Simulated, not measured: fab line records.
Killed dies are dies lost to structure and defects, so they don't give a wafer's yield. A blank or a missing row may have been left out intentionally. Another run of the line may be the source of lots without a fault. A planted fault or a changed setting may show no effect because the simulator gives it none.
fab line records / flow berkeleyCmos170
[record] lots = 14 wafers = 42 lastDay = 12
route steps=331 shown M1@249
lots that met no fault: taken from a fault-free run of the same line
startH: hours from the record's first day to the start of the lot's first wafer shown / waitH: time in hours since the lot's previous step / " as in the row above / L1.1+2: one row covering several wafers at once / - either no value or no given start / * or withheld: withheld / < > ~ a bound
route shown NAME@n: a module of which the file shows steps, and the number in the route of the first / usual: average and standard deviation across the fault-free wafers / same: alike in all rows / chamber/n: place in a boat / sites: the reading at each site / _std_site: the values' standard deviation / _edge_site: the outer-site mean with the inner-site mean subtracted / radiusMm: how far each site lies from the wafer's centre / mask NAME#n: copy n / behind: the most recent tool/chamber to have shaped the wafer / hold: the reason the lot was held/the length of the hold in hours/how it ended / device: the transistor (n, p or np) that didn't switch / end of line: tests of these same wafers at the route's end / step lacking rows: just its recipe / killed: at the first sort, the dies lost to defects and structure; wafer yield is something else / map: the dies of a wafer, with x for killed, . for not killed, _ for no die there
set.NAME: setting as actually run; set.NAME@STEP: the setting as run at that earlier step / model.NAME: the simulator's own value behind a step, which no gauge read
route steps across a sampled set of lots; one table per step, one row per wafer
services: a tool's chamber out of use, with start hour (startH, from the record's first day; less than 0 if before it), hours out, and reason
[[steps]]
[step UCB170_M1_ETCH_11]
[recipe] chemistry = N2/H2 targetDepthA = withheld overetchA = withheld target = BARC timeS = withheld sourceW = 500 biasW = 100 pressureMtorr = 30 n2FlowSccm = 100 h2FlowSccm = 200
[usual] biasW = 100.0/0.31 chamberPressureMTorr = 29.996/0.028 drypumpMotorCurrentA = 5.5/0.46 oesProductAu = 1.004/0.022 rfFwdPowerW = 494.9/1.9 throttleValvePct = 13.31/0.13
lot.wafer=L824.2 tool=rieDiel-03 chamber=0 startH=163.62 waitH=0.0 biasW=99.7 chamberPressureMTorr=30.040 drypumpMotorCurrentA=5.8 oesProductAu=1.056 rfFwdPowerW=494.8 throttleValvePct=13.23
lot.wafer=L824.4 tool=rieDiel-03 chamber=2 startH=163.62 waitH=0.0 biasW=99.6 chamberPressureMTorr=29.951 drypumpMotorCurrentA=6.0 oesProductAu=1.018 rfFwdPowerW=495.5 throttleValvePct=13.16
lot.wafer=L824.6 tool=rieDiel-03 chamber=1 startH=163.62 waitH=0.0 biasW=99.5 chamberPressureMTorr=30.008 drypumpMotorCurrentA=5.0 oesProductAu=0.982 rfFwdPowerW=492.8 throttleValvePct=13.35
lot.wafer=L823.3 tool=rieDiel-03 chamber=0 startH=165.34 waitH=0.0 biasW=100.1 chamberPressureMTorr=29.974 drypumpMotorCurrentA=5.8 oesProductAu=1.061 rfFwdPowerW=494.5 throttleValvePct=13.24
lot.wafer=L823.5 tool=rieDiel-03 chamber=1 startH=165.34 waitH=0.0 biasW=99.6 chamberPressureMTorr=30.020 drypumpMotorCurrentA=5.0 oesProductAu=0.981 rfFwdPowerW=495.8 throttleValvePct=13.36
lot.wafer=L823.6 tool=rieDiel-03 chamber=2 startH=165.34 waitH=0.0 biasW=100.0 chamberPressureMTorr=29.966 drypumpMotorCurrentA=6.0 oesProductAu=1.026 rfFwdPowerW=495.3 throttleValvePct=13.16
lot.wafer=L826.1 tool=rieDiel-01 chamber=1 startH=169.23 waitH=0.0 biasW=100.0 chamberPressureMTorr=30.022 drypumpMotorCurrentA=5.3 oesProductAu=1.023 rfFwdPowerW=494.4 throttleValvePct=13.51
lot.wafer=L826.5 tool=rieDiel-01 chamber=1 startH=169.23 waitH=0.0 biasW=99.6 chamberPressureMTorr=29.999 drypumpMotorCurrentA=5.2 oesProductAu=1.015 rfFwdPowerW=499.3 throttleValvePct=13.50
lot.wafer=L826.6 tool=rieDiel-01 chamber=0 startH=169.23 waitH=0.0 biasW=99.7 chamberPressureMTorr=29.969 drypumpMotorCurrentA=5.4 oesProductAu=1.021 rfFwdPowerW=493.5 throttleValvePct=13.43
lot.wafer=L827.3 tool=rieDiel-04 chamber=1 startH=169.78 waitH=0.0 biasW=- chamberPressureMTorr=- drypumpMotorCurrentA=- oesProductAu=- rfFwdPowerW=- throttleValvePct=-
lot.wafer=L827.4 tool=rieDiel-04 chamber=2 startH=169.78 waitH=0.0 biasW=- chamberPressureMTorr=- drypumpMotorCurrentA=- oesProductAu=- rfFwdPowerW=- throttleValvePct=-
lot.wafer=L827.5 tool=rieDiel-04 chamber=0 startH=169.78 waitH=0.0 biasW=- chamberPressureMTorr=- drypumpMotorCurrentA=- oesProductAu=- rfFwdPowerW=- throttleValvePct=-
lot.wafer=L829.1 tool=rieDiel-03 chamber=1 startH=186.79 waitH=0.0 biasW=- chamberPressureMTorr=- drypumpMotorCurrentA=- oesProductAu=- rfFwdPowerW=- throttleValvePct=-
lot.wafer=L829.3 tool=rieDiel-03 chamber=2 startH=186.79 waitH=0.0 biasW=- chamberPressureMTorr=- drypumpMotorCurrentA=- oesProductAu=- rfFwdPowerW=- throttleValvePct=-
lot.wafer=L829.5 tool=rieDiel-03 chamber=1 startH=186.79 waitH=0.0 biasW=- chamberPressureMTorr=- drypumpMotorCurrentA=- oesProductAu=- rfFwdPowerW=- throttleValvePct=-
lot.wafer=L831.2 tool=rieDiel-04 chamber=2 startH=193.21 waitH=0.0 biasW=99.9 chamberPressureMTorr=30.013 drypumpMotorCurrentA=5.7 oesProductAu=0.984 rfFwdPowerW=496.0 throttleValvePct=13.40
lot.wafer=L831.3 tool=rieDiel-04 chamber=3 startH=193.21 waitH=0.0 biasW=100.1 chamberPressureMTorr=30.012 drypumpMotorCurrentA=5.3 oesProductAu=0.984 rfFwdPowerW=491.3 throttleValvePct=13.51
lot.wafer=L831.5 tool=rieDiel-04 chamber=2 startH=193.21 waitH=0.0 biasW=99.6 chamberPressureMTorr=29.978 drypumpMotorCurrentA=5.6 oesProductAu=0.990 rfFwdPowerW=495.7 throttleValvePct=13.37
lot.wafer=L835.1 tool=rieDiel-04 chamber=1 startH=216.71 waitH=0.0 biasW=100.0 chamberPressureMTorr=30.031 drypumpMotorCurrentA=5.9 oesProductAu=0.988 rfFwdPowerW=498.6 throttleValvePct=13.32
lot.wafer=L835.3 tool=rieDiel-04 chamber=0 startH=216.71 waitH=0.0 biasW=100.1 chamberPressureMTorr=29.974 drypumpMotorCurrentA=6.3 oesProductAu=0.995 rfFwdPowerW=496.6 throttleValvePct=13.33
lot.wafer=L835.6 tool=rieDiel-04 chamber=1 startH=216.71 waitH=0.0 biasW=100.0 chamberPressureMTorr=29.975 drypumpMotorCurrentA=5.9 oesProductAu=0.990 rfFwdPowerW=500.6 throttleValvePct=13.29
lot.wafer=L836.2 tool=rieDiel-03 chamber=3 startH=230.88 waitH=0.0 biasW=100.4 chamberPressureMTorr=29.960 drypumpMotorCurrentA=5.7 oesProductAu=1.013 rfFwdPowerW=495.6 throttleValvePct=13.20
lot.wafer=L836.5 tool=rieDiel-03 chamber=0 startH=230.88 waitH=0.0 biasW=100.0 chamberPressureMTorr=29.997 drypumpMotorCurrentA=5.8 oesProductAu=1.057 rfFwdPowerW=496.3 throttleValvePct=13.23
lot.wafer=L836.6 tool=rieDiel-03 chamber=1 startH=230.88 waitH=0.0 biasW=99.9 chamberPressureMTorr=30.006 drypumpMotorCurrentA=5.0 oesProductAu=0.985 rfFwdPowerW=497.2 throttleValvePct=13.33
lot.wafer=L839.3 tool=rieDiel-01 chamber=0 startH=238.64 waitH=0.0 biasW=100.2 chamberPressureMTorr=30.004 drypumpMotorCurrentA=5.4 oesProductAu=1.037 rfFwdPowerW=493.6 throttleValvePct=13.43
lot.wafer=L839.4 tool=rieDiel-01 chamber=1 startH=238.64 waitH=0.0 biasW=99.9 chamberPressureMTorr=29.940 drypumpMotorCurrentA=5.3 oesProductAu=1.020 rfFwdPowerW=495.5 throttleValvePct=13.51
lot.wafer=L839.5 tool=rieDiel-01 chamber=1 startH=238.64 waitH=0.0 biasW=99.9 chamberPressureMTorr=29.992 drypumpMotorCurrentA=5.2 oesProductAu=1.023 rfFwdPowerW=495.5 throttleValvePct=13.51
lot.wafer=L838.1 tool=rieDiel-04 chamber=0 startH=240.62 waitH=0.0 biasW=100.1 chamberPressureMTorr=29.966 drypumpMotorCurrentA=6.3 oesProductAu=0.993 rfFwdPowerW=494.6 throttleValvePct=13.32
lot.wafer=L838.2 tool=rieDiel-04 chamber=1 startH=240.62 waitH=0.0 biasW=99.8 chamberPressureMTorr=30.020 drypumpMotorCurrentA=5.9 oesProductAu=0.993 rfFwdPowerW=498.3 throttleValvePct=13.30
lot.wafer=L838.6 tool=rieDiel-04 chamber=2 startH=240.62 waitH=0.0 biasW=100.2 chamberPressureMTorr=29.971 drypumpMotorCurrentA=5.6 oesProductAu=0.982 rfFwdPowerW=494.8 throttleValvePct=13.39
lot.wafer=L842.1 tool=rieDiel-04 chamber=0 startH=257.20 waitH=0.0 biasW=100.0 chamberPressureMTorr=29.976 drypumpMotorCurrentA=6.3 oesProductAu=0.992 rfFwdPowerW=493.2 throttleValvePct=13.32
lot.wafer=L842.3 tool=rieDiel-04 chamber=1 startH=257.20 waitH=0.0 biasW=99.9 chamberPressureMTorr=30.042 drypumpMotorCurrentA=5.9 oesProductAu=0.976 rfFwdPowerW=493.9 throttleValvePct=13.31
lot.wafer=L842.4 tool=rieDiel-04 chamber=2 startH=257.20 waitH=0.0 biasW=100.3 chamberPressureMTorr=29.962 drypumpMotorCurrentA=5.7 oesProductAu=0.999 rfFwdPowerW=492.4 throttleValvePct=13.39
lot.wafer=L841.3 tool=rieDiel-03 chamber=0 startH=257.29 waitH=0.0 biasW=100.1 chamberPressureMTorr=29.962 drypumpMotorCurrentA=5.8 oesProductAu=1.061 rfFwdPowerW=495.4 throttleValvePct=13.25
lot.wafer=L841.5 tool=rieDiel-03 chamber=3 startH=257.29 waitH=0.0 biasW=99.9 chamberPressureMTorr=30.058 drypumpMotorCurrentA=5.7 oesProductAu=1.014 rfFwdPowerW=494.5 throttleValvePct=13.21
lot.wafer=L841.6 tool=rieDiel-03 chamber=2 startH=257.29 waitH=0.0 biasW=99.6 chamberPressureMTorr=29.985 drypumpMotorCurrentA=6.0 oesProductAu=1.028 rfFwdPowerW=496.7 throttleValvePct=13.17
lot.wafer=L844.1 tool=rieDiel-03 chamber=1 startH=267.01 waitH=0.0 biasW=100.5 chamberPressureMTorr=29.984 drypumpMotorCurrentA=5.0 oesProductAu=0.978 rfFwdPowerW=494.2 throttleValvePct=13.34
lot.wafer=L844.2 tool=rieDiel-03 chamber=2 startH=267.01 waitH=0.0 biasW=99.3 chamberPressureMTorr=30.032 drypumpMotorCurrentA=6.0 oesProductAu=1.025 rfFwdPowerW=492.8 throttleValvePct=13.17
lot.wafer=L844.4 tool=rieDiel-03 chamber=3 startH=267.01 waitH=0.0 biasW=99.8 chamberPressureMTorr=30.006 drypumpMotorCurrentA=5.6 oesProductAu=1.010 rfFwdPowerW=496.9 throttleValvePct=13.22
lot.wafer=L845.1 tool=rieDiel-01 chamber=0 startH=268.71 waitH=0.0 biasW=100.0 chamberPressureMTorr=29.988 drypumpMotorCurrentA=5.4 oesProductAu=1.019 rfFwdPowerW=493.8 throttleValvePct=13.44
lot.wafer=L845.2 tool=rieDiel-01 chamber=1 startH=268.71 waitH=0.0 biasW=100.0 chamberPressureMTorr=29.970 drypumpMotorCurrentA=5.2 oesProductAu=1.009 rfFwdPowerW=493.6 throttleValvePct=13.49
lot.wafer=L845.3 tool=rieDiel-01 chamber=2 startH=268.71 waitH=0.0 biasW=100.1 chamberPressureMTorr=29.953 drypumpMotorCurrentA=4.7 oesProductAu=0.983 rfFwdPowerW=497.6 throttleValvePct=13.16
[step UCB170_M1_METAL_ETCH_12]
[recipe] chemistry = Cl2/BCl3 target = Al stopOn = PSG pressureMtorr = 12 targetDepthA = 7800 overEtchFrac = 0.3 timeS = 130 icpW = 600 biasW = 120 Cl2_flow_sccm = 90 bcl3FlowSccm = 45
[usual] bcl3FlowSccm = 45.00/0.13 biasW = 120.1/0.36 drypumpMotorCurrentA = 5.7/0.38 oesProductAu = 0.858/0.015 rfFwdPowerW = 597.2/2 throttleValvePct = 24.36/0.12
lot.wafer=L824.2 tool=rieMetal-02 chamber=1 startH=163.67 waitH=- bcl3FlowSccm=44.81 biasW=120.2 drypumpMotorCurrentA=5.7 oesProductAu=0.868 rfFwdPowerW=601.4 rfHoursCounterH=5.6 throttleValvePct=24.20
lot.wafer=L824.4 tool=rieMetal-02 chamber=1 startH=163.67 waitH=- bcl3FlowSccm=45.03 biasW=120.0 drypumpMotorCurrentA=5.7 oesProductAu=0.881 rfFwdPowerW=599.3 rfHoursCounterH=- throttleValvePct=24.19
lot.wafer=L824.6 tool=rieMetal-02 chamber=1 startH=163.67 waitH=- bcl3FlowSccm=44.96 biasW=119.7 drypumpMotorCurrentA=5.7 oesProductAu=0.871 rfFwdPowerW=598.5 rfHoursCounterH=- throttleValvePct=24.20
lot.wafer=L823.3 tool=rieMetal-03 chamber=0 startH=165.43 waitH=- bcl3FlowSccm=45.15 biasW=119.5 drypumpMotorCurrentA=5.5 oesProductAu=0.838 rfFwdPowerW=600.0 rfHoursCounterH=- throttleValvePct=24.27
lot.wafer=L823.5 tool=rieMetal-03 chamber=1 startH=165.43 waitH=- bcl3FlowSccm=44.66 biasW=120.6 drypumpMotorCurrentA=5.9 oesProductAu=0.864 rfFwdPowerW=597.6 rfHoursCounterH=- throttleValvePct=24.50
lot.wafer=L823.6 tool=rieMetal-03 chamber=0 startH=165.43 waitH=- bcl3FlowSccm=45.09 biasW=119.8 drypumpMotorCurrentA=5.5 oesProductAu=0.837 rfFwdPowerW=599.0 rfHoursCounterH=- throttleValvePct=24.26
lot.wafer=L826.1 tool=rieMetal-04 chamber=1 startH=169.27 waitH=- bcl3FlowSccm=45.32 biasW=119.7 drypumpMotorCurrentA=5.0 oesProductAu=0.838 rfFwdPowerW=595.8 rfHoursCounterH=2.0 throttleValvePct=24.47
lot.wafer=L826.5 tool=rieMetal-04 chamber=0 startH=169.27 waitH=- bcl3FlowSccm=45.08 biasW=120.2 drypumpMotorCurrentA=6.2 oesProductAu=0.871 rfFwdPowerW=601.1 rfHoursCounterH=- throttleValvePct=24.27
lot.wafer=L826.6 tool=rieMetal-04 chamber=1 startH=169.27 waitH=- bcl3FlowSccm=45.08 biasW=120.4 drypumpMotorCurrentA=4.9 oesProductAu=0.835 rfFwdPowerW=596.4 rfHoursCounterH=- throttleValvePct=24.46
lot.wafer=L827.3 tool=rieMetal-02 chamber=1 startH=169.87 waitH=- bcl3FlowSccm=44.89 biasW=119.5 drypumpMotorCurrentA=5.7 oesProductAu=0.376 rfFwdPowerW=599.4 rfHoursCounterH=- throttleValvePct=24.43
lot.wafer=L827.4 tool=rieMetal-02 chamber=0 startH=169.87 waitH=- bcl3FlowSccm=44.94 biasW=120.2 drypumpMotorCurrentA=5.6 oesProductAu=0.372 rfFwdPowerW=597.7 rfHoursCounterH=- throttleValvePct=24.71
lot.wafer=L827.5 tool=rieMetal-02 chamber=0 startH=169.87 waitH=- bcl3FlowSccm=45.10 biasW=120.0 drypumpMotorCurrentA=5.6 oesProductAu=0.371 rfFwdPowerW=598.7 rfHoursCounterH=- throttleValvePct=24.70
lot.wafer=L829.1 tool=rieMetal-02 chamber=0 startH=186.84 waitH=- bcl3FlowSccm=44.97 biasW=119.5 drypumpMotorCurrentA=5.6 oesProductAu=0.380 rfFwdPowerW=599.5 rfHoursCounterH=0.7 throttleValvePct=24.70
lot.wafer=L829.3 tool=rieMetal-02 chamber=0 startH=186.84 waitH=- bcl3FlowSccm=45.11 biasW=120.1 drypumpMotorCurrentA=5.6 oesProductAu=0.373 rfFwdPowerW=597.9 rfHoursCounterH=- throttleValvePct=24.70
lot.wafer=L829.5 tool=rieMetal-02 chamber=1 startH=186.84 waitH=- bcl3FlowSccm=45.05 biasW=119.9 drypumpMotorCurrentA=5.7 oesProductAu=0.378 rfFwdPowerW=595.8 rfHoursCounterH=- throttleValvePct=24.43
lot.wafer=L831.2 tool=rieMetal-02 chamber=0 startH=193.25 waitH=- bcl3FlowSccm=45.02 biasW=120.7 drypumpMotorCurrentA=5.6 oesProductAu=0.855 rfFwdPowerW=596.2 rfHoursCounterH=0.9 throttleValvePct=24.47
lot.wafer=L831.3 tool=rieMetal-02 chamber=1 startH=193.25 waitH=- bcl3FlowSccm=44.80 biasW=120.4 drypumpMotorCurrentA=5.8 oesProductAu=0.877 rfFwdPowerW=598.7 rfHoursCounterH=- throttleValvePct=24.19
lot.wafer=L831.5 tool=rieMetal-02 chamber=0 startH=193.25 waitH=- bcl3FlowSccm=45.04 biasW=119.8 drypumpMotorCurrentA=5.6 oesProductAu=0.869 rfFwdPowerW=597.7 rfHoursCounterH=- throttleValvePct=24.45
lot.wafer=L835.1 tool=rieMetal-04 chamber=1 startH=216.75 waitH=- bcl3FlowSccm=45.05 biasW=119.9 drypumpMotorCurrentA=4.9 oesProductAu=0.844 rfFwdPowerW=596.6 rfHoursCounterH=3.5 throttleValvePct=24.47
lot.wafer=L835.3 tool=rieMetal-04 chamber=0 startH=216.75 waitH=- bcl3FlowSccm=44.95 biasW=120.2 drypumpMotorCurrentA=6.2 oesProductAu=0.884 rfFwdPowerW=595.8 rfHoursCounterH=- throttleValvePct=24.24
lot.wafer=L835.6 tool=rieMetal-04 chamber=1 startH=216.75 waitH=- bcl3FlowSccm=44.91 biasW=119.8 drypumpMotorCurrentA=4.9 oesProductAu=0.842 rfFwdPowerW=596.6 rfHoursCounterH=- throttleValvePct=24.45
lot.wafer=L836.2 tool=rieMetal-03 chamber=0 startH=230.93 waitH=- bcl3FlowSccm=44.75 biasW=120.1 drypumpMotorCurrentA=5.5 oesProductAu=0.843 rfFwdPowerW=597.3 rfHoursCounterH=7.5 throttleValvePct=24.28
lot.wafer=L836.5 tool=rieMetal-03 chamber=1 startH=230.93 waitH=- bcl3FlowSccm=45.29 biasW=120.4 drypumpMotorCurrentA=6.0 oesProductAu=0.857 rfFwdPowerW=596.0 rfHoursCounterH=- throttleValvePct=24.52
lot.wafer=L836.6 tool=rieMetal-03 chamber=0 startH=230.93 waitH=- bcl3FlowSccm=44.92 biasW=120.4 drypumpMotorCurrentA=5.5 oesProductAu=0.845 rfFwdPowerW=599.3 rfHoursCounterH=- throttleValvePct=24.27
lot.wafer=L839.3 tool=rieMetal-02 chamber=1 startH=238.72 waitH=- bcl3FlowSccm=45.18 biasW=120.6 drypumpMotorCurrentA=5.7 oesProductAu=0.872 rfFwdPowerW=599.5 rfHoursCounterH=- throttleValvePct=24.19
lot.wafer=L839.4 tool=rieMetal-02 chamber=0 startH=238.72 waitH=- bcl3FlowSccm=44.96 biasW=120.0 drypumpMotorCurrentA=5.6 oesProductAu=0.851 rfFwdPowerW=592.4 rfHoursCounterH=- throttleValvePct=24.47
lot.wafer=L839.5 tool=rieMetal-02 chamber=1 startH=238.72 waitH=- bcl3FlowSccm=44.93 biasW=120.2 drypumpMotorCurrentA=5.7 oesProductAu=0.881 rfFwdPowerW=597.4 rfHoursCounterH=- throttleValvePct=24.19
lot.wafer=L838.1 tool=rieMetal-03 chamber=1 startH=240.67 waitH=- bcl3FlowSccm=45.03 biasW=119.6 drypumpMotorCurrentA=6.0 oesProductAu=0.853 rfFwdPowerW=595.6 rfHoursCounterH=4.8 throttleValvePct=24.52
lot.wafer=L838.2 tool=rieMetal-03 chamber=0 startH=240.67 waitH=- bcl3FlowSccm=44.83 biasW=120.1 drypumpMotorCurrentA=5.5 oesProductAu=0.843 rfFwdPowerW=598.1 rfHoursCounterH=7.6 throttleValvePct=24.27
lot.wafer=L838.6 tool=rieMetal-03 chamber=1 startH=240.67 waitH=- bcl3FlowSccm=44.87 biasW=120.1 drypumpMotorCurrentA=6.0 oesProductAu=0.855 rfFwdPowerW=595.0 rfHoursCounterH=- throttleValvePct=24.52
lot.wafer=L842.1 tool=rieMetal-04 chamber=0 startH=257.25 waitH=- bcl3FlowSccm=45.06 biasW=120.2 drypumpMotorCurrentA=6.2 oesProductAu=0.875 rfFwdPowerW=598.6 rfHoursCounterH=6.0 throttleValvePct=24.25
lot.wafer=L842.3 tool=rieMetal-04 chamber=0 startH=257.25 waitH=- bcl3FlowSccm=45.14 biasW=120.2 drypumpMotorCurrentA=6.2 oesProductAu=0.879 rfFwdPowerW=596.7 rfHoursCounterH=- throttleValvePct=24.25
lot.wafer=L842.4 tool=rieMetal-04 chamber=1 startH=257.25 waitH=- bcl3FlowSccm=44.90 biasW=120.2 drypumpMotorCurrentA=4.9 oesProductAu=0.843 rfFwdPowerW=594.1 rfHoursCounterH=- throttleValvePct=24.46
lot.wafer=L841.3 tool=rieMetal-02 chamber=0 startH=257.37 waitH=- bcl3FlowSccm=45.16 biasW=120.1 drypumpMotorCurrentA=5.6 oesProductAu=0.862 rfFwdPowerW=598.8 rfHoursCounterH=- throttleValvePct=24.45
lot.wafer=L841.5 tool=rieMetal-02 chamber=0 startH=257.37 waitH=- bcl3FlowSccm=44.99 biasW=120.3 drypumpMotorCurrentA=5.6 oesProductAu=0.846 rfFwdPowerW=595.8 rfHoursCounterH=- throttleValvePct=24.49
lot.wafer=L841.6 tool=rieMetal-02 chamber=1 startH=257.37 waitH=- bcl3FlowSccm=44.98 biasW=120.0 drypumpMotorCurrentA=5.7 oesProductAu=0.853 rfFwdPowerW=599.9 rfHoursCounterH=- throttleValvePct=24.20
lot.wafer=L844.1 tool=rieMetal-04 chamber=1 startH=267.05 waitH=- bcl3FlowSccm=45.16 biasW=120.4 drypumpMotorCurrentA=4.9 oesProductAu=0.834 rfFwdPowerW=595.9 rfHoursCounterH=4.8 throttleValvePct=24.46
lot.wafer=L844.2 tool=rieMetal-04 chamber=0 startH=267.05 waitH=- bcl3FlowSccm=44.89 biasW=119.9 drypumpMotorCurrentA=6.2 oesProductAu=0.887 rfFwdPowerW=597.1 rfHoursCounterH=6.1 throttleValvePct=24.25
lot.wafer=L844.4 tool=rieMetal-04 chamber=0 startH=267.05 waitH=- bcl3FlowSccm=44.93 biasW=119.8 drypumpMotorCurrentA=6.2 oesProductAu=0.881 rfFwdPowerW=597.8 rfHoursCounterH=- throttleValvePct=24.26
lot.wafer=L845.1 tool=rieMetal-03 chamber=1 startH=268.75 waitH=- bcl3FlowSccm=45.05 biasW=120.0 drypumpMotorCurrentA=6.0 oesProductAu=0.866 rfFwdPowerW=595.9 rfHoursCounterH=5.5 throttleValvePct=24.50
lot.wafer=L845.2 tool=rieMetal-03 chamber=0 startH=268.75 waitH=- bcl3FlowSccm=45.01 biasW=119.7 drypumpMotorCurrentA=5.5 oesProductAu=0.848 rfFwdPowerW=601.2 rfHoursCounterH=8.3 throttleValvePct=24.27
lot.wafer=L845.3 tool=rieMetal-03 chamber=0 startH=268.75 waitH=- bcl3FlowSccm=44.88 biasW=119.5 drypumpMotorCurrentA=5.5 oesProductAu=0.850 rfFwdPowerW=599.0 rfHoursCounterH=- throttleValvePct=24.27
[step UCB170_M1_CD_MEAS_90]
[recipe] targetCdNm = 700
[usual] cdNm = 699.4/3
lot.wafer=L824.2 tool=cdSem-02 chamber=- startH=163.92 waitH=0.1 cdNm=700.1
lot.wafer=L824.4 tool=cdSem-02 chamber=- startH=163.92 waitH=0.1 cdNm=704.2
lot.wafer=L824.6 tool=cdSem-02 chamber=- startH=163.92 waitH=0.1 cdNm=704.1
lot.wafer=L823.3 tool=cdSem-02 chamber=- startH=165.66 waitH=0.1 cdNm=701.7
lot.wafer=L823.5 tool=cdSem-02 chamber=- startH=165.66 waitH=0.1 cdNm=700.9
lot.wafer=L823.6 tool=cdSem-02 chamber=- startH=165.66 waitH=0.1 cdNm=701.5
lot.wafer=L826.1 tool=cdSem-01 chamber=- startH=169.50 waitH=0.1 cdNm=696.0
lot.wafer=L826.5 tool=cdSem-01 chamber=- startH=169.50 waitH=0.1 cdNm=693.4
lot.wafer=L826.6 tool=cdSem-01 chamber=- startH=169.50 waitH=0.1 cdNm=699.7
lot.wafer=L827.3 tool=cdSem-02 chamber=- startH=170.10 waitH=0.1 cdNm=-
lot.wafer=L827.4 tool=cdSem-02 chamber=- startH=170.10 waitH=0.1 cdNm=-
lot.wafer=L827.5 tool=cdSem-02 chamber=- startH=170.10 waitH=0.1 cdNm=-
lot.wafer=L829.1 tool=cdSem-02 chamber=- startH=187.07 waitH=0.1 cdNm=-
lot.wafer=L829.3 tool=cdSem-02 chamber=- startH=187.07 waitH=0.1 cdNm=-
lot.wafer=L829.5 tool=cdSem-02 chamber=- startH=187.07 waitH=0.1 cdNm=-
lot.wafer=L831.2 tool=cdSem-02 chamber=- startH=193.51 waitH=0.1 cdNm=696.2
lot.wafer=L831.3 tool=cdSem-02 chamber=- startH=193.51 waitH=0.1 cdNm=698.7
lot.wafer=L831.5 tool=cdSem-02 chamber=- startH=193.51 waitH=0.1 cdNm=700.5
lot.wafer=L835.1 tool=cdSem-02 chamber=- startH=216.99 waitH=0.1 cdNm=698.6
lot.wafer=L835.3 tool=cdSem-02 chamber=- startH=216.99 waitH=0.1 cdNm=694.8
lot.wafer=L835.6 tool=cdSem-02 chamber=- startH=216.99 waitH=0.1 cdNm=697.7
lot.wafer=L836.2 tool=cdSem-01 chamber=- startH=231.18 waitH=0.1 cdNm=704.8
lot.wafer=L836.5 tool=cdSem-01 chamber=- startH=231.18 waitH=0.1 cdNm=699.0
lot.wafer=L836.6 tool=cdSem-01 chamber=- startH=231.18 waitH=0.1 cdNm=706.3
lot.wafer=L839.3 tool=cdSem-02 chamber=- startH=238.96 waitH=0.1 cdNm=700.9
lot.wafer=L839.4 tool=cdSem-02 chamber=- startH=238.96 waitH=0.1 cdNm=695.1
lot.wafer=L839.5 tool=cdSem-02 chamber=- startH=238.96 waitH=0.1 cdNm=701.0
lot.wafer=L838.1 tool=cdSem-01 chamber=- startH=240.90 waitH=0.1 cdNm=696.1
lot.wafer=L838.2 tool=cdSem-01 chamber=- startH=240.90 waitH=0.1 cdNm=699.2
lot.wafer=L838.6 tool=cdSem-01 chamber=- startH=240.90 waitH=0.1 cdNm=695.5
lot.wafer=L842.1 tool=cdSem-01 chamber=- startH=257.48 waitH=0.1 cdNm=696.3
lot.wafer=L842.3 tool=cdSem-01 chamber=- startH=257.48 waitH=0.1 cdNm=699.2
lot.wafer=L842.4 tool=cdSem-01 chamber=- startH=257.48 waitH=0.1 cdNm=697.7
lot.wafer=L841.3 tool=cdSem-01 chamber=- startH=257.64 waitH=0.1 cdNm=701.8
lot.wafer=L841.5 tool=cdSem-01 chamber=- startH=257.64 waitH=0.1 cdNm=703.3
lot.wafer=L841.6 tool=cdSem-01 chamber=- startH=257.64 waitH=0.1 cdNm=704.4
lot.wafer=L844.1 tool=cdSem-02 chamber=- startH=267.29 waitH=0.1 cdNm=695.7
lot.wafer=L844.2 tool=cdSem-02 chamber=- startH=267.29 waitH=0.1 cdNm=696.5
lot.wafer=L844.4 tool=cdSem-02 chamber=- startH=267.29 waitH=0.1 cdNm=696.5
lot.wafer=L845.1 tool=cdSem-01 chamber=- startH=268.99 waitH=0.1 cdNm=693.1
lot.wafer=L845.2 tool=cdSem-01 chamber=- startH=268.99 waitH=0.1 cdNm=703.0
lot.wafer=L845.3 tool=cdSem-01 chamber=- startH=268.99 waitH=0.1 cdNm=701.3
[[services]]
tool=rieDiel-04 chamber=1 startH=154.22 hours=3.6 kind=repair
tool=rieDiel-01 chamber=- startH=170.48 hours=0.4 kind=repair
tool=rieMetal-04 chamber=- startH=184.61 hours=1.4 kind=pm
tool=rieMetal-04 chamber=- startH=212.78 hours=0.8 kind=repair
tool=rieDiel-03 chamber=- startH=213.80 hours=1.6 kind=repair
tool=rieDiel-03 chamber=2 startH=223.10 hours=14.8 kind=repair
tool=rieDiel-03 chamber=- startH=247.00 hours=0.2 kind=repair
tool=rieDiel-04 chamber=3 startH=257.20 hours=17.5 kind=repair
[[key]]
[firstSign] step = UCB170_M1_ETCH_11 reading = toolRecord direction = missing
[effect] step = UCB170_M1_METAL_ETCH_12 reading = oesProductAu direction = down sigmas = 32 usual = 0.858 struck = 0.375
[effect] step = UCB170_M1_CD_MEAS_90 reading = cdNm direction = missing
metAt UCB170_M1_ETCH_11
struckLots L827,L829
laterRowsLeftOut L827.3,L827.4,L827.5,L829.1,L829.3,L829.5
sortLeftOut L827.3,L827.4,L827.5,L829.1,L829.3,L829.5
onsetBetween 165.34 169.78
[fault] kind = skippedStepWhole tool = rieDiel-03,rieDiel-04 chamber = - onsetH = 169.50 steps = UCB170_M1_ETCH_11 scope = struckLotsOnly
// sortLeftOut: the simulated sort isn't trusted on such a fault, so these wafers' sort isn't shown, and their yield isn't known
// laterRowsLeftOut: the simulator's readings of these wafers behind a module that went badly wrong aren't trusted and aren't shown, but for the sort
